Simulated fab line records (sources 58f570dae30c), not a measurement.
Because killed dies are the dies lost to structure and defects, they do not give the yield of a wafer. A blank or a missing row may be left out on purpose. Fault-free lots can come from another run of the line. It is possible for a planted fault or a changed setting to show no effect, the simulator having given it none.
A single fault, viewed from 2 desks -- flow berkeley-cmos170 -- what lay behind the numbers comes last; until then each desk has only its own

TOOL OWNER'S DESK, pecvd-03
The tool's own readings at UCB170_V1_CVD_00 (deposits SiO2 from TEOS/O2, target thk 2000 nm, time 250 s): means of the sampled wafers that have a number, for each lot that ran on this tool. Any lot whose mean is over 4 standard deviations away from the usual mean is out of limits and marked OUT; that distance is given in the brackets.
Columns: A = heater-power-w at UCB170_V1_CVD_00, usual 267 W
lot,first seen here,A
L299,day 8 06:00,271
L301,day 8 22:52,303
L304,day 9 13:56,218
L309,day 10 07:15,289
Result from this desk: across the 4 lots, nothing is out of limits.

AT THE METROLOGY DESK
Means of the sampled wafers that have a number, per lot and without regard to the tool the lot ran on: this is what the gauges read. Any lot whose mean is over 4 standard deviations away from the usual mean is out of limits and marked OUT; that distance is given in the brackets.
Columns: A = NLDD_RS at UCB170_SDANNEAL_RS_MEAS_05, usual 613.0 ohm/sq; B = SILICIDE_TI_THK at UCB170_SILICIDE_THK_MEAS_03, usual 30.2 nm; C = V1_TEOS_THK at UCB170_V1_THK_MEAS_01, usual 1991 nm
lot,first seen here,A,B,C
L299,day 7 21:34,617.3,30.7,1994
L300,day 8 11:59,614.1,30.0,1981
L301,day 8 12:49,613.9,30.3,2004
L302,day 8 13:00,615.3,30.3,2004
L304,day 9 05:55,614.9,29.9,2001
L305,day 9 06:43,613.1,29.5,1989
L309,day 9 22:44,611.3,30.4,1268 (-28) OUT
L308,day 9 23:12,613.6,29.4,2015
L313,day 10 23:49,609.6,30.5,1961
L316,day 11 13:38,611.0,30.6,1989
L318,day 12 04:48,613.1,30.0,1978
L319,day 12 05:03,613.3,30.3,1993
L321,day 12 07:26,613.2,30.1,1988
Per this desk, out of limits: L309; the first was L309, day 10 07:25 (V1_TEOS_THK at UCB170_V1_THK_MEAS_01). Within limits: L299, L300, L301, L302, L304, L305, L308, L313, L316, L318, L319, L321.

TAKEN TOGETHER
On L309, the metrology desk was in a position to raise an alarm at day 10 07:25.
Nothing out of limits was seen by the tool owner's desk.
On record at the tool owner's desk: L309, within its limits.
On pecvd-03, each named lot ran UCB170_V1_CVD_00.

WHAT THE SIMULATOR HAD INSERTED
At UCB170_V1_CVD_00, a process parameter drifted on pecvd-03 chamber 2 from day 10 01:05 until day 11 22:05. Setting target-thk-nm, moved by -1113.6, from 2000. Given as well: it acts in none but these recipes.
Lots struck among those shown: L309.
Time in hours between the start of the fault and the first out-of-limits reading at each desk: metrology desk, 6.
